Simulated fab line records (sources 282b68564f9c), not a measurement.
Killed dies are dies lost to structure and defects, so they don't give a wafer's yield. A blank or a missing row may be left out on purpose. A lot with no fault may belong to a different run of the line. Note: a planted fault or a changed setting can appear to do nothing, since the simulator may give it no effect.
The tool behind it: which one? || flow rit cmos || 6 lots with 18 wafers sampled at 4 steps, on a route of 202 steps

## WHAT THE GAUGES SHOWED, per wafer
RIT_M1_RS_MEAS_01: the measuring method here is four-point-probe.
{"lot": "L442", "measured": "day 4 02:25", "on": "film metro-04", "M1_AL_RS (ohm/sq)": "0.0742 0.0730 0.0734"}
{"lot": "L445", "measured": "day 4 18:52", "on": "film metro-04", "M1_AL_RS (ohm/sq)": "0.0734 0.0739 0.0733"}
{"lot": "L447", "measured": "day 5 07:29", "on": "film metro-04", "M1_AL_RS (ohm/sq)": "0.0743 0.0735 0.0725"}
{"lot": "L450", "measured": "day 5 21:12", "on": "film metro-01", "M1_AL_RS (ohm/sq)": "0.0742 0.0748 0.0752"}
{"lot": "L455", "measured": "day 7 00:57", "on": "film metro-03", "M1_AL_RS (ohm/sq)": "0.0741 0.0729 0.0741"}
{"lot": "L460", "measured": "day 7 20:39", "on": "film metro-01", "M1_AL_RS (ohm/sq)": "0.0734 0.0728 0.1108"}

## TOOL THAT RAN EACH LOT (tool first, then ch and the chambers of the sampled wafers, then the start)
{"lot": "L442", "RIT_NWELL_STRIP_09": "plasma asher-03 ch 0,1, day 2 17:50", "RIT_PSD_STRIP_09": "plasma asher-01 ch 0,1, day 3 22:02", "RIT_M1_SPUTTER_00": "pvd sputter-04, day 4 02:07"}
{"lot": "L445", "RIT_NWELL_STRIP_09": "plasma asher-02 ch 0,1, day 3 09:25", "RIT_PSD_STRIP_09": "plasma asher-02 ch 0,1, day 4 14:34", "RIT_M1_SPUTTER_00": "pvd sputter-01, day 4 18:34"}
{"lot": "L447", "RIT_NWELL_STRIP_09": "plasma asher-01 ch 0,1, day 3 18:35", "RIT_PSD_STRIP_09": "plasma asher-02 ch 0,1, day 5 03:08", "RIT_M1_SPUTTER_00": "pvd sputter-04, day 5 07:12"}
{"lot": "L450", "RIT_NWELL_STRIP_09": "plasma asher-03 ch 0,1, day 4 08:51", "RIT_PSD_STRIP_09": "plasma asher-02 ch 0,1, day 5 16:53", "RIT_M1_SPUTTER_00": "pvd sputter-03, day 5 20:53"}
{"lot": "L455", "RIT_NWELL_STRIP_09": "plasma asher-01 ch 0,1, day 5 12:26", "RIT_PSD_STRIP_09": "plasma asher-03 ch 0,1, day 6 20:35", "RIT_M1_SPUTTER_00": "pvd sputter-04, day 7 00:38"}
{"lot": "L460", "RIT_NWELL_STRIP_09": "plasma asher-02 ch 0,1, day 6 12:28", "RIT_PSD_STRIP_09": "plasma asher-01 ch 0,1, day 7 16:19", "RIT_M1_SPUTTER_00": "pvd sputter-03, day 7 20:18"}
- RIT_NWELL_STRIP_09: strips in O2, time 180 s.
- RIT_PSD_STRIP_09: strips in O2, time 180 s.
- RIT_M1_SPUTTER_00: material Al, target thk 400 nm, time 500 s.

## THE ANSWER, worked out from the rows above alone
Rule: the lots themselves supply what counts as usual. Put in order of their means at a reading, lots are off if they are a third of the lots or fewer, leave a main group of 4 or more, and stand apart from it by a gap of 3 or more times the standard deviation of the main group's means; of several such gaps the widest counts. Not used: any main group whose means are identical at the precision the tables above print for the reading. Also off: a lot with no number at a reading for which 4 or more lots have one. All remaining lots with rows at the step are treated as sound.
Off: L460, at RIT_M1_RS_MEAS_01 (M1_AL_RS). The main group has a mean of 0.0738 ohm/sq with a standard deviation of 0.00048.
If a tool, at a process step before that reading, ran all the lots that are off and no sound lot after the first of them, it fits. Those tools and the gauges at RIT_M1_RS_MEAS_01 are tried in the same way. Can't be told from this: 4 tools fit, plasma asher-02 at RIT_NWELL_STRIP_09, plasma asher-01 at RIT_PSD_STRIP_09, pvd sputter-03 at RIT_M1_SPUTTER_00, film metro-01 at RIT_M1_RS_MEAS_01.

## WHAT THE SIMULATOR PUT IN
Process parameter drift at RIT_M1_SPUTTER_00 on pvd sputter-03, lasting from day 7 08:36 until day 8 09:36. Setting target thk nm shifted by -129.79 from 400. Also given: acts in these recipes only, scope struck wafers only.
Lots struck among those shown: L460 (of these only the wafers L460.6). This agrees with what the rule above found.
